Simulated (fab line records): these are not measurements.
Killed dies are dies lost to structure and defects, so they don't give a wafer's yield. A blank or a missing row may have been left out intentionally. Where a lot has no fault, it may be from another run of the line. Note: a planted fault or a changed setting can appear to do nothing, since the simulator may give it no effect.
Split-lot trial + flow rit cmos + 5 lots, 23 wafers read, on a route of 202 steps

== THE SPLIT ITSELF ==
At RIT_PRETRO_IMPLANT_08, the setting dose cm2 was moved away from the recipe's 1.2e+13 on 7 of the 23 wafers read, by -6.8% to -2.7%. All remaining wafers had this setting at the recipe value.

== BETWEEN THE SPLIT AND THE READING: the file shows 1 step in between ==
- RIT_PRETRO_STRIP_09: strips in O2, time 180 s

== THE READING ==
PRETRO_TW, at RIT_PRETRO_TW_MEAS_10. A value of 474 with a standard deviation of 3.8 is what fault-free wafers of this fab line usually give.

| wafer  | tool, chamber at the split | dose cm2 as run | against the recipe | PRETRO_TW | against lot-mates on the recipe |
|--------|----------------------------|-----------------|--------------------|-----------|---------------------------------|
| L077.1 | implanter-03, 0            | 1.2e+13         | recipe             | 474       | -                               |
| L077.4 | implanter-03, 0            | 1.2e+13         | recipe             | 476       | -                               |
| L077.6 | implanter-03, 0            | 1.2e+13         | recipe             | 478       | -                               |
| L078.2 | implanter-03, 0            | 1.2e+13         | recipe             | 478       | -                               |
| L078.3 | implanter-03, 0            | 1.16e+13        | -3.3%              | 474       | -4                              |
| L078.4 | implanter-03, 0            | 1.2e+13         | recipe             | 478       | -                               |
| L078.5 | implanter-03, 0            | 1.16e+13        | -3.3%              | 473       | -5                              |
| L078.6 | implanter-03, 0            | 1.2e+13         | recipe             | 478       | -                               |
| L080.2 | implanter-01, 0            | 1.2e+13         | recipe             | 476       | -                               |
| L080.3 | implanter-01, 0            | 1.2e+13         | recipe             | 476       | -                               |
| L080.4 | implanter-01, 0            | 1.2e+13         | recipe             | 477       | -                               |
| L080.5 | implanter-01, 0            | 1.2e+13         | recipe             | 477       | -                               |
| L080.6 | implanter-01, 0            | 1.2e+13         | recipe             | 476       | -                               |
| L081.1 | implanter-04, 0            | 1.2e+13         | recipe             | 470       | -                               |
| L081.2 | implanter-04, 0            | 1.118e+13       | -6.8%              | 456       | -12                             |
| L081.3 | implanter-04, 0            | 1.118e+13       | -6.8%              | 457       | -12                             |
| L081.4 | implanter-04, 0            | 1.2e+13         | recipe             | 467       | -                               |
| L081.5 | implanter-04, 0            | 1.118e+13       | -6.8%              | 457       | -12                             |
| L083.1 | implanter-04, 0            | 1.167e+13       | -2.7%              | 465       | -4                              |
| L083.2 | implanter-04, 0            | 1.2e+13         | recipe             | 471       | -                               |
| L083.3 | implanter-04, 0            | 1.2e+13         | recipe             | 468       | -                               |
| L083.4 | implanter-04, 0            | 1.167e+13       | -2.7%              | 463       | -6                              |
| L083.5 | implanter-04, 0            | 1.2e+13         | recipe             | 467       | -                               |

THE FIT
A straight line over all 23 wafers: PRETRO_TW changes by +2.4 for each +1% of dose cm2; r = +0.81; the points scatter about the line by 4.3.
The same after taking each lot's own level away (the mean of its wafers on the recipe; 23 wafers): +1.69 for each +1%; r = +0.96; scatter 1.2.
On that fit, the largest move of dose cm2 shifts the reading by 12.
The lots' own levels span 468.5 to 478.0, that is 2.5 times the standard deviation above.
So the slope is not independent of the lot-to-lot level: the two fits are not the same.
Check: -11.1 against its lot-mates is what the line predicts for one of the wafers moved furthest among these (-6.8%) when that wafer is left out of the fit. Against them it came out at -12.5.

== THE OTHER SPLITS THESE WAFERS WENT THROUGH ==
Before the reading, these wafers also passed through other splits. Each is held against what the fit with the lots' levels taken away leaves over:
| other split on the same wafers      | wafers away from the commonest value | r with PRETRO_TW (lot level and that fit taken away) |
|-------------------------------------|--------------------------------------|------------------------------------------------------|
| RIT_ACTIVE_CVD_03 sih2cl2 flow sccm | 18                                   | -0.01                                                |
| RIT_NWELL_COAT_01 spin rpm          | 9                                    | +0.14                                                |
| RIT_NWELL_IMPLANT_08 dose cm2       | 6                                    | +0.02                                                |
| RIT_PWELL_SOFTBAKE_02 temp c        | 12                                   | +0.10                                                |
| RIT_PWELL_HARDBAKE_07 temp c        | 6                                    | -0.22                                                |
| RIT_PRETRO_HARDBAKE_07 temp c       | 7                                    | -0.05                                                |

== THE FILE'S OWN FIT ==
PRETRO_TW changes by +1.65 for each +1% of dose cm2, r = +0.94.
